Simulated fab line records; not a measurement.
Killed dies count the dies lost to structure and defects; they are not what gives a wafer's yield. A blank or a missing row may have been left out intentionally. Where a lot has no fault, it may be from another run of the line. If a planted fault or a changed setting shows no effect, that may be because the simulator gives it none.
One fault seen from 2 desks | flow berkeleyCmos170 | every desk sees just its own numbers, and what lay behind them comes last

THE TOOL OWNER'S DESK: cmp-02
The tool's own readings at UCB170_V1_CMP_02 (polishes SiO2): means of the sampled wafers that have a number, for each lot that ran on this tool. A lot is out of limits, marked OUT, if its mean lies more than 4 standard deviations from the usual mean; the brackets give that distance.
Columns: A = motorCurrentA at UCB170_V1_CMP_02, usual 17.0 A
lot  | first seen here | A
L299 | day 9 14:11     | 17.5
L300 | day 9 23:24     | 17.9
L306 | day 10 14:32    | 16.7
L309 | day 11 03:38    | 17.5
L308 | day 11 05:01    | 16.7
L311 | day 12 02:37    | 17.2
L312 | day 12 06:13    | 17.1
L313 | day 12 08:54    | 17.3
L314 | day 12 10:07    | 17.4
L315 | day 13 11:44    | 17.7
This desk's finding: nothing out of limits on any of the 10 lots.

METROLOGY DESK
What the gauges read for every lot (on any tool): the sampled wafers with a number, averaged. A lot is out of limits, marked OUT, if its mean lies more than 4 standard deviations from the usual mean; the brackets give that distance.
Columns: A = cdNm at UCB170_M2_CD_MEAS_15, usual 700.1 nm; B = cdNm at UCB170_V2_CD_MEAS_90, usual 699.6 nm
lot  | first seen here | A     | B
L295 | day 8 23:08     | 700.9 | 700.3
L298 | day 9 11:16     | 699.8 | 699.7
L299 | day 9 18:31     | 702.5 | 697.8
L300 | day 10 04:37    | 701.6 | 701.3
L303 | day 10 08:01    | 700.4 | 700.0
L302 | day 10 11:04    | 699.8 | 698.6
L306 | day 10 19:31    | 699.3 | 700.9
L309 | day 11 07:42    | 700.4 | 700.6
L308 | day 11 10:02    | 698.5 | 698.4
L307 | day 11 10:24    | 699.5 | 697.1
L311 | day 12 08:47    | 699.0 | 699.9
L312 | day 12 10:56    | 703.0 | 699.0
L313 | day 12 14:41    | 700.1 | 700.1
L314 | day 12 16:54    | 699.4 | 699.4
L315 | day 13 19:25    | 699.6 | 700.0
L317 | day 13 23:32    | 701.5 | 703.5
This desk's finding: nothing out of limits on any of the 16 lots.

TAKEN TOGETHER
The tool owner's desk saw nothing out of limits.
At the metrology desk, nothing out of limits was observed.

WHAT HAD BEEN PUT IN BY THE SIMULATOR
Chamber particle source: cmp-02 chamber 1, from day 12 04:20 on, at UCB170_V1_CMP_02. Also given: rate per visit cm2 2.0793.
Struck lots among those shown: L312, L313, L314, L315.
